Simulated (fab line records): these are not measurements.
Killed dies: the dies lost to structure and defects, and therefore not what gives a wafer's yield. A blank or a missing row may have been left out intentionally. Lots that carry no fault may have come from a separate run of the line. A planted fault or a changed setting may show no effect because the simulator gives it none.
Lot-split experiment || flow berkeley-cmos170 || 5 lots, 23 wafers read, on a route of 331 steps

ABOUT THE SPLIT
At UCB170_NWELL_COAT_07 (resist thk 900 nm), the setting spin-rpm was moved away from the recipe's 1500 rpm on 6 of the 23 wafers read, by -3.9% to +2.7%. For the rest of the wafers, this setting stayed at what the recipe calls for.

FROM THE SPLIT ON TO THE READING: in between, the file shows 1 step
- UCB170_NWELL_DEVELOP_11: develop time 45 s (also split here: dev-temp-c)

THE READING
KrF_of_NWELL_COAT_07.thk-nm (the simulator's own value, which no gauge read), in nm, at UCB170_NWELL_ETCH_13 (etches Si3N4 in CH3F/Ar/O2, stops on SiO2, target depth 246.4 nm, time 154 s). There is no usual value for it anywhere in the file. The 17 wafers here that ran the recipe average 719.4 nm, standard deviation 4 nm.

{"wafer": "L074.1", "tool, chamber at the split": "litho-track-02, 0", "spin-rpm as run, rpm": 1500, "against the recipe": "recipe", "KrF_of_NWELL_COAT_07.thk-nm, nm": 714.6, "against lot-mates on the recipe": "-"}
{"wafer": "L074.2", "tool, chamber at the split": "litho-track-02, 0", "spin-rpm as run, rpm": 1500, "against the recipe": "recipe", "KrF_of_NWELL_COAT_07.thk-nm, nm": 716.9, "against lot-mates on the recipe": "-"}
{"wafer": "L074.3", "tool, chamber at the split": "litho-track-02, 0", "spin-rpm as run, rpm": 1500, "against the recipe": "recipe", "KrF_of_NWELL_COAT_07.thk-nm, nm": 721.5, "against lot-mates on the recipe": "-"}
{"wafer": "L074.4", "tool, chamber at the split": "litho-track-02, 0", "spin-rpm as run, rpm": 1500, "against the recipe": "recipe", "KrF_of_NWELL_COAT_07.thk-nm, nm": 717, "against lot-mates on the recipe": "-"}
{"wafer": "L074.6", "tool, chamber at the split": "litho-track-02, 0", "spin-rpm as run, rpm": 1500, "against the recipe": "recipe", "KrF_of_NWELL_COAT_07.thk-nm, nm": 716.4, "against lot-mates on the recipe": "-"}
{"wafer": "L075.1", "tool, chamber at the split": "litho-track-02, 0", "spin-rpm as run, rpm": 1442, "against the recipe": "-3.9%", "KrF_of_NWELL_COAT_07.thk-nm, nm": 734, "against lot-mates on the recipe": "+19.3"}
{"wafer": "L075.2", "tool, chamber at the split": "litho-track-02, 0", "spin-rpm as run, rpm": 1500, "against the recipe": "recipe", "KrF_of_NWELL_COAT_07.thk-nm, nm": 714, "against lot-mates on the recipe": "-"}
{"wafer": "L075.3", "tool, chamber at the split": "litho-track-02, 0", "spin-rpm as run, rpm": 1442, "against the recipe": "-3.9%", "KrF_of_NWELL_COAT_07.thk-nm, nm": 735.8, "against lot-mates on the recipe": "+21.1"}
{"wafer": "L075.4", "tool, chamber at the split": "litho-track-02, 0", "spin-rpm as run, rpm": 1500, "against the recipe": "recipe", "KrF_of_NWELL_COAT_07.thk-nm, nm": 712.7, "against lot-mates on the recipe": "-"}
{"wafer": "L075.5", "tool, chamber at the split": "litho-track-02, 0", "spin-rpm as run, rpm": 1500, "against the recipe": "recipe", "KrF_of_NWELL_COAT_07.thk-nm, nm": 717.4, "against lot-mates on the recipe": "-"}
{"wafer": "L077.1", "tool, chamber at the split": "litho-track-03, 0", "spin-rpm as run, rpm": 1500, "against the recipe": "recipe", "KrF_of_NWELL_COAT_07.thk-nm, nm": 724.2, "against lot-mates on the recipe": "-"}
{"wafer": "L077.2", "tool, chamber at the split": "litho-track-03, 0", "spin-rpm as run, rpm": 1500, "against the recipe": "recipe", "KrF_of_NWELL_COAT_07.thk-nm, nm": 721.2, "against lot-mates on the recipe": "-"}
{"wafer": "L077.4", "tool, chamber at the split": "litho-track-03, 0", "spin-rpm as run, rpm": 1534, "against the recipe": "+2.3%", "KrF_of_NWELL_COAT_07.thk-nm, nm": 709.5, "against lot-mates on the recipe": -14.0}
{"wafer": "L077.5", "tool, chamber at the split": "litho-track-03, 0", "spin-rpm as run, rpm": 1500, "against the recipe": "recipe", "KrF_of_NWELL_COAT_07.thk-nm, nm": 725.2, "against lot-mates on the recipe": "-"}
{"wafer": "L077.6", "tool, chamber at the split": "litho-track-03, 0", "spin-rpm as run, rpm": 1534, "against the recipe": "+2.3%", "KrF_of_NWELL_COAT_07.thk-nm, nm": 710.9, "against lot-mates on the recipe": -12.6}
{"wafer": "L082.1", "tool, chamber at the split": "litho-track-03, 0", "spin-rpm as run, rpm": 1541, "against the recipe": "+2.7%", "KrF_of_NWELL_COAT_07.thk-nm, nm": 711.2, "against lot-mates on the recipe": -8.6}
{"wafer": "L082.2", "tool, chamber at the split": "litho-track-03, 0", "spin-rpm as run, rpm": 1500, "against the recipe": "recipe", "KrF_of_NWELL_COAT_07.thk-nm, nm": 724.6, "against lot-mates on the recipe": "-"}
{"wafer": "L082.4", "tool, chamber at the split": "litho-track-03, 0", "spin-rpm as run, rpm": 1500, "against the recipe": "recipe", "KrF_of_NWELL_COAT_07.thk-nm, nm": 719, "against lot-mates on the recipe": "-"}
{"wafer": "L082.5", "tool, chamber at the split": "litho-track-03, 0", "spin-rpm as run, rpm": 1541, "against the recipe": "+2.7%", "KrF_of_NWELL_COAT_07.thk-nm, nm": 707.1, "against lot-mates on the recipe": -12.7}
{"wafer": "L082.6", "tool, chamber at the split": "litho-track-03, 0", "spin-rpm as run, rpm": 1500, "against the recipe": "recipe", "KrF_of_NWELL_COAT_07.thk-nm, nm": 715.9, "against lot-mates on the recipe": "-"}
{"wafer": "L083.1", "tool, chamber at the split": "litho-track-03, 0", "spin-rpm as run, rpm": 1500, "against the recipe": "recipe", "KrF_of_NWELL_COAT_07.thk-nm, nm": 725.3, "against lot-mates on the recipe": "-"}
{"wafer": "L083.2", "tool, chamber at the split": "litho-track-03, 0", "spin-rpm as run, rpm": 1500, "against the recipe": "recipe", "KrF_of_NWELL_COAT_07.thk-nm, nm": 723.1, "against lot-mates on the recipe": "-"}
{"wafer": "L083.5", "tool, chamber at the split": "litho-track-03, 0", "spin-rpm as run, rpm": 1500, "against the recipe": "recipe", "KrF_of_NWELL_COAT_07.thk-nm, nm": 721.2, "against lot-mates on the recipe": "-"}

FIT RESULTS
A straight line over all 23 wafers: KrF_of_NWELL_COAT_07.thk-nm changes by -3.95 nm for each +1% of spin-rpm; r = -0.86; the points scatter about the line by 3.7 nm.
The same after taking each lot's own level away (the mean of its wafers on the recipe; 23 wafers): -5 nm for each +1%; r = -0.96; scatter 2.5 nm.
Per that fit: largest spin-rpm move, reading shift of 19 nm.
Across the lots, their own levels run from 714.70 to 723.53 nm, a range of 2.2 times the standard deviation given above.
So the slope is not independent of the lot-to-lot level: the two fits are not the same.
Check: for one of the wafers moved furthest among these (-3.9%), held out of the fit, the line's prediction against its lot-mates is +19.6 nm. It came out at +19.3 nm against them.

THE OTHER SPLITS THESE WAFERS WENT THROUGH
Note: prior to the reading, these wafers also went through further splits. Each is held against what the fit with the lots' levels taken away leaves over:
{"other split on the same wafers": "UCB170_START_OXIDATION_02 ox-time-s", "wafers away from the commonest value": 15, "r with KrF_of_NWELL_COAT_07.thk-nm (lot level and that fit taken away)": "+0.15"}
{"other split on the same wafers": "UCB170_NWELL_DEVELOP_11 dev-temp-c", "wafers away from the commonest value": 8, "r with KrF_of_NWELL_COAT_07.thk-nm (lot level and that fit taken away)": -0.33}

THE WHOLE CHAIN: every reading that the file lists as answering this split, in the file's order
{"step": "UCB170_NWELL_COAT_07", "what it does": "resist thk 900 nm", "reading": "KrF_of_NWELL_COAT_07.thk-nm (the simulator's own value, which no gauge read)", "change (the file's fit)": "-4.76 nm for each +1% of the setting", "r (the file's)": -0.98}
{"step": "UCB170_NWELL_ETCH_13", "what it does": "etches Si3N4 in CH3F/Ar/O2, stops on SiO2, target depth 246.4 nm, time 154 s", "reading": "KrF_of_NWELL_COAT_07.thk-nm (the simulator's own value, which no gauge read)", "change (the file's fit)": "-4.99 nm for each +1% of the setting", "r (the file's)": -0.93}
{"step": "UCB170_NWELL_STRIP_15", "what it does": "strips in O2", "reading": "strip-time-to-endpoint-s", "change (the file's fit)": "withheld for each +1% of the setting", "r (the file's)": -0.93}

FILE'S OWN FIT
KrF_of_NWELL_COAT_07.thk-nm changes by -4.99 nm for each +1% of spin-rpm, r = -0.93.
